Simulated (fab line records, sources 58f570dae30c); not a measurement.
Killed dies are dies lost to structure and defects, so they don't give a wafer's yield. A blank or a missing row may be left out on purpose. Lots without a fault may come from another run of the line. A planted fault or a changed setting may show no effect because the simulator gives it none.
Which tool did it? | flow berkeley_cmos170 | 14 lots, 42 wafers sampled, at 1 step of a route of 331

WHAT THE GAUGES READ, wafer by wafer
The record holds no reading of a measuring or inspecting step that can be judged against a usual standard deviation.

WHICH TOOL RAN EACH LOT (tool, then ch and the chambers of the sampled wafers, then the start)
lot  | UCB170_ACTIVE_STRIP_16
L629 | plasma_asher-02 ch 0,1, day 4 10:16
L631 | plasma_asher-02 ch 0,1, day 4 12:00
L633 | plasma_asher-02 ch 0,1, day 5 02:26
L632 | plasma_asher-01 ch 0,1, day 5 06:29
L636 | plasma_asher-01 ch 0,1, day 5 15:48
L639 | plasma_asher-01 ch 0,1, day 6 00:08
L640 | plasma_asher-03 ch 0,1, day 6 08:16
L646 | plasma_asher-02 ch 1, day 7 10:19
L644 | plasma_asher-03 ch 0,1, day 7 10:38
L649 | plasma_asher-02 ch 0,1, day 8 09:48
L648 | plasma_asher-03 ch 0,1, day 8 09:53
L647 | plasma_asher-01 ch 0,1, day 8 10:00
L650 | plasma_asher-01 ch 0,1, day 8 15:57
L651 | plasma_asher-02 ch 0,1, day 9 02:56
- UCB170_ACTIVE_STRIP_16: strips in O2.

WHAT THE TOOLS THEMSELVES READ (means of the sampled wafers that have a number; where no wafer has one, the mark that the record gives instead)
UCB170_ACTIVE_STRIP_16. Usual: chamber_pressure_mTorr 3500 mTorr, standard deviation 3; drypump_motor_current_A 5.8 A, standard deviation 0.65; oes_product_au 0.721 a.u., standard deviation 0.0046; strip_time_to_endpoint_s 18.11 s, standard deviation 0.066.
lot  | tool            | chamber_pressure_mTorr (mTorr) | drypump_motor_current_A (A) | oes_product_au (a.u.) | strip_time_to_endpoint_s (s) | flag
L629 | plasma_asher-02 | 3502                           | 6.0                         | 0.720                 | 18.15                        |
L631 | plasma_asher-02 | 3502                           | 6.4                         | 0.722                 | 18.08                        |
L633 | plasma_asher-02 | 3502                           | 6.0                         | 0.720                 | 18.06                        |
L632 | plasma_asher-01 | 3498                           | 5.1                         | 0.722                 | 18.12                        |
L636 | plasma_asher-01 | 3498                           | 5.2                         | 0.724                 | 18.05                        |
L639 | plasma_asher-01 | -                              | -                           | -                     | -                            | OFF
L640 | plasma_asher-03 | -                              | -                           | -                     | -                            | OFF
L646 | plasma_asher-02 | 3501                           | 6.8                         | 0.723                 | 18.16                        |
L644 | plasma_asher-03 | 3501                           | 5.9                         | 0.721                 | 18.05                        |
L649 | plasma_asher-02 | 3498                           | 6.4                         | 0.720                 | 18.05                        |
L648 | plasma_asher-03 | 3502                           | 5.8                         | 0.717                 | 18.09                        |
L647 | plasma_asher-01 | 3499                           | 5.1                         | 0.721                 | 18.12                        |
L650 | plasma_asher-01 | 3504                           | 5.2                         | 0.721                 | 18.05                        |
L651 | plasma_asher-02 | 3494                           | 6.0                         | 0.717                 | 18.14                        |

THE ANSWER, worked out from the rows above alone
Rule: a lot is off if the mean of its wafers that have a number lies more than 3 standard deviations from the usual mean. A lot without any number at a reading at which 4 lots or more have one is off too. The other lots that the step has rows for count as sound. The gauges are gone through in route order, then the tools' own readings, and for those a lot's mean is taken as printed above. The first step at which some lot is off is used, and at that step the reading that is off furthest; a lot without a number counts as furthest.
Off: L639, L640, at UCB170_ACTIVE_STRIP_16 (chamber_pressure_mTorr). Without a number there: L639, L640.
A tool fits if, at that step or a process step before it, it ran every lot that is off, and no sound lot after the first of them. None of those tried fits.

WHAT THE SIMULATOR HAD PUT IN
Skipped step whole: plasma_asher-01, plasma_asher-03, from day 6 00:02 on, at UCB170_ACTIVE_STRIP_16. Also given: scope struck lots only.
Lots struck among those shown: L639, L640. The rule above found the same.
